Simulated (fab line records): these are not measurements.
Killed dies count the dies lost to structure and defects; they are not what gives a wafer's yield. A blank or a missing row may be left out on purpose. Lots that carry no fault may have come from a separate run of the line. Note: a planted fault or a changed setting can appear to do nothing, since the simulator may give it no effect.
Split-lot study | flow berkeley_cmos170 | on a route of 331 steps: 5 lots, 23 wafers read

## ON THE SPLIT
At UCB170_NVT_COAT_01 (resist thk 900 nm), the setting spin_rpm was moved away from the recipe's 1500 rpm on 9 of the 23 wafers read, by -6.9% to +3.9%. The other wafers ran this setting at the recipe's value.

The split's own step is where the reading is taken.

## THE READING
KrF_of_NVT_COAT_01.thk_nm (the simulator's own value, which no gauge read), in nm, at UCB170_NVT_COAT_01 (resist thk 900 nm). There is no usual value for it anywhere in the file. Average 900.0 nm, standard deviation 3.6 nm, over the 14 wafers here run with the recipe.

wafer  | tool, chamber at the split | spin_rpm as run, rpm | against the recipe | KrF_of_NVT_COAT_01.thk_nm, nm | against lot-mates on the recipe
L074.1 | litho_track-02, 0          | 1465                 | -2.3%              | 908.9                         | +10.0
L074.2 | litho_track-02, 0          | 1500                 | recipe             | 898.1                         | -
L074.3 | litho_track-02, 0          | 1500                 | recipe             | 899.7                         | -
L074.5 | litho_track-02, 0          | 1465                 | -2.3%              | 908.2                         | +9.3
L074.6 | litho_track-02, 0          | 1500                 | recipe             | 898.8                         | -
L077.1 | litho_track-01, 0          | 1396                 | -6.9%              | 931.8                         | +33.4
L077.2 | litho_track-01, 0          | 1396                 | -6.9%              | 931.9                         | +33.5
L077.3 | litho_track-01, 0          | 1500                 | recipe             | 897.2                         | -
L077.5 | litho_track-01, 0          | 1500                 | recipe             | 899.5                         | -
L077.6 | litho_track-01, 0          | 1500                 | recipe             | 898.4                         | -
L078.2 | litho_track-01, 0          | 1500                 | recipe             | 898.8                         | -
L078.3 | litho_track-01, 0          | 1500                 | recipe             | 894.4                         | -
L078.4 | litho_track-01, 0          | 1500                 | recipe             | 897.6                         | -
L078.5 | litho_track-01, 0          | 1454                 | -3.1%              | 910.2                         | +13.3
L078.6 | litho_track-01, 0          | 1454                 | -3.1%              | 912.3                         | +15.4
L082.2 | litho_track-03, 0          | 1500                 | recipe             | 906.8                         | -
L082.4 | litho_track-03, 0          | 1500                 | recipe             | 906.5                         | -
L082.5 | litho_track-03, 0          | 1500                 | recipe             | 905.9                         | -
L085.1 | litho_track-02, 0          | 1500                 | recipe             | 899.6                         | -
L085.2 | litho_track-02, 0          | 1559                 | +3.9%              | 882.6                         | -16.4
L085.3 | litho_track-02, 0          | 1559                 | +3.9%              | 881.7                         | -17.3
L085.4 | litho_track-02, 0          | 1500                 | recipe             | 898.4                         | -
L085.6 | litho_track-02, 0          | 1559                 | +3.9%              | 884.9                         | -14.1

THE FIT
A straight line over all 23 wafers: KrF_of_NVT_COAT_01.thk_nm changes by -4.37 nm for each +1% of spin_rpm; r = -0.97; the points scatter about the line by 3.1 nm.
The same after taking each lot's own level away (the mean of its wafers on the recipe; 23 wafers): -4.53 nm for each +1%; r = -0.99; scatter 1.4 nm.
Per that fit: largest spin_rpm move, reading shift of 31 nm.
From 896.93 to 906.40 nm: that is the span of the lots' own levels, equal to 2.6 times the standard deviation above.
Consequently the slope shifts little with the lot-to-lot level, the two slopes agreeing.
Check: +31.1 nm against its lot-mates is what the line predicts for one of the wafers moved furthest among these (-6.9%) when that wafer is left out of the fit. It came out at +33.4 nm against them.

## ADDITIONAL SPLITS CARRIED BY THESE WAFERS
These wafers also went through other splits before the reading. Each is held against what the fit with the lots' levels taken away leaves over:
other split on the same wafers       | wafers away from the commonest value | r with KrF_of_NVT_COAT_01.thk_nm (lot level and that fit taken away)
UCB170_START_OXIDATION_02 temp_c     | 15                                   | +0.00
UCB170_NWELL_OXIDATION_01 ox_time_s  | 10                                   | -0.37
UCB170_PWELL_CVD_05 time_s           | 5                                    | +0.09
UCB170_PWELL_ETCH_14 rf_w            | 6                                    | +0.06
UCB170_WELLDRIVE_OXIDATION_01 temp_c | 10                                   | +0.17
UCB170_ACTIVE_COAT_08 resist_thk_nm  | 5                                    | -0.26
UCB170_PFIELD_COAT_01 spin_rpm       | 8                                    | -0.03
UCB170_PFIELD_IMPLANT_07 dose_cm2    | 10                                   | -0.14

## THE WHOLE CHAIN: every reading that the file lists as answering this split, in the file's order
step                | what it does      | reading                                                                    | change (the file's fit)              | r (the file's)
UCB170_NVT_COAT_01  | resist thk 900 nm | KrF_of_NVT_COAT_01.thk_nm (the simulator's own value, which no gauge read) | -4.61 nm for each +1% of the setting | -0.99
UCB170_NVT_STRIP_08 | strips in O2      | strip_time_to_endpoint_s                                                   | withheld for each +1% of the setting | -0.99

## THE FILE'S OWN FIT
KrF_of_NVT_COAT_01.thk_nm changes by -4.61 nm for each +1% of spin_rpm, r = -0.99.
